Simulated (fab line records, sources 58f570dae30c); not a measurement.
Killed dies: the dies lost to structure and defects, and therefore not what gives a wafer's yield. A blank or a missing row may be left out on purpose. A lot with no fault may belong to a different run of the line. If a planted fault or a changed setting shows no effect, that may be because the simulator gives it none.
A struck lot beside a sound one    flow berkeley-cmos170    16 steps out of a route of 331
Sound: the wafers L438.4, L438.5, L438.6. Struck: wafers L454.3, L454.5 (left out: L454.6, a lot-mate that was not struck); the cause follows at the end.
Per side, at each step with rows, come the tool, then ch with its chambers, and then its first start. Under that, the readings that differ: sound wafers    struck wafers    difference of the means    sigmas: that difference in standard deviations of wafers without a fault.
alike: a reading whose means differ by less than 2 such deviations, as well as words and numbers matching on both sides. not compared: withheld readings; readings where some wafer has no value; bounds like >300 that might hide an equal value; numbers whose values overlap and for which the record gives no deviation.
Wherever a step has rows on one side only, a row that says differs or no value, or a row with sigmas, the two part there. Non-overlapping numbers with no deviation appear without sigmas and do not part them. A reading that every wafer of one side lacks parts them only if that side has two wafers or more.

first, 6 steps without rows for these wafers: UCB170_M2_COAT_09; UCB170_M2_COAT_10 (resist thk 900 nm); UCB170_M2_SOFTBAKE_11 (time 60 s); UCB170_M2_EXPOSE_12 (exposes mask METAL2, target cd 700 nm); UCB170_M2_PEB_13; UCB170_M2_DEVELOP_14 (develop time 45 s).
UCB170_M2_CD_MEAS_15: target cd 700 nm.
  struck on cd-sem-02, day 11 19:40; sound on cd-sem-01, day 8 14:26
reading     sound              struck       difference  sigmas
cd-nm (nm)  700.7 701.0 699.4  696.7 697.1  -3.5        -2
UCB170_M2_OVL_MEAS_16:
  struck on overlay-01, day 11 19:46; sound on overlay-02, day 8 14:31
reading      sound    struck   difference  sigmas
M2_OVL (nm)  7 -4 -3  -11 -12  -12         -2
UCB170_M2_ETCH_17: etches BARC in N2/H2.
  sound on rie-diel-01 ch 0,2,3, day 8 14:32; struck on rie-diel-01 ch 1, day 11 19:47
reading                      sound              struck       difference  sigmas
drypump-motor-current-A (A)  6.5 5.4 6.3        4.7 4.7      -1.4        -2
throttle-valve-pct (%)       13.36 13.48 13.28  12.97 12.99  -0.39       -2
  alike: oes-product-au
UCB170_M2_METAL_ETCH_18: etches Al in Cl2/BCl3, stops on SiO2, target depth 1170 nm, time 195 s.
  sound on rie-metal-02 ch 0,1, day 8 14:38; struck on rie-metal-04 ch 1, day 11 19:57
  alike: drypump-motor-current-A, he-backside-leak-sccm, oes-product-au, throttle-valve-pct
  not compared: rf-hours-counter-h
UCB170_M2_STRIP_19: strips in O2.
  sound on plasma-asher-01 ch 0,1, day 8 14:47; struck on plasma-asher-02 ch 0,1, day 11 20:14
  alike: drypump-motor-current-A, oes-product-au
  not compared: rf-hours-counter-h
UCB170_M2_CD_MEAS_90: target cd 700 nm.
  struck on cd-sem-01, day 11 20:20; sound on cd-sem-01, day 8 14:55
  alike: cd-nm
UCB170_V2_CVD_00: deposits SiO2 from TEOS/O2, target thk 2000 nm, time 250 s.
  sound on pecvd-02 ch 0,1,2, day 8 15:04; struck on pecvd-02 ch 2, day 11 20:30
reading                              sound           struck     difference  sigmas
model.SiO2_of_V2_CVD_00.thk-nm (nm)  2038 1986 2040  2828 2861  +823        
  alike: heater-power-w
UCB170_V2_THK_MEAS_01:
  struck on film-metro-01, day 11 20:41; sound on film-metro-01, day 8 15:10
reading           sound           struck     difference  sigmas
V2_TEOS_THK (nm)  2037 1987 2042  2829 2861  +823        +28
UCB170_V2_CMP_02: polishes SiO2.
  sound on cmp-01 ch 1,2, day 8 15:12; struck on cmp-02 ch 2, day 11 20:46
  alike: motor-current-A, retaining-ring-pressure-frac
UCB170_M3_PROBE_99:
  rows exist in the record for the struck wafers here (prober-02, day 12 02:04), but not for the sound ones

== WHERE THEY PART ==
At UCB170_M2_CD_MEAS_15 first; at UCB170_M3_PROBE_99 last (within this record only).

WHY: what had been put in by the simulator
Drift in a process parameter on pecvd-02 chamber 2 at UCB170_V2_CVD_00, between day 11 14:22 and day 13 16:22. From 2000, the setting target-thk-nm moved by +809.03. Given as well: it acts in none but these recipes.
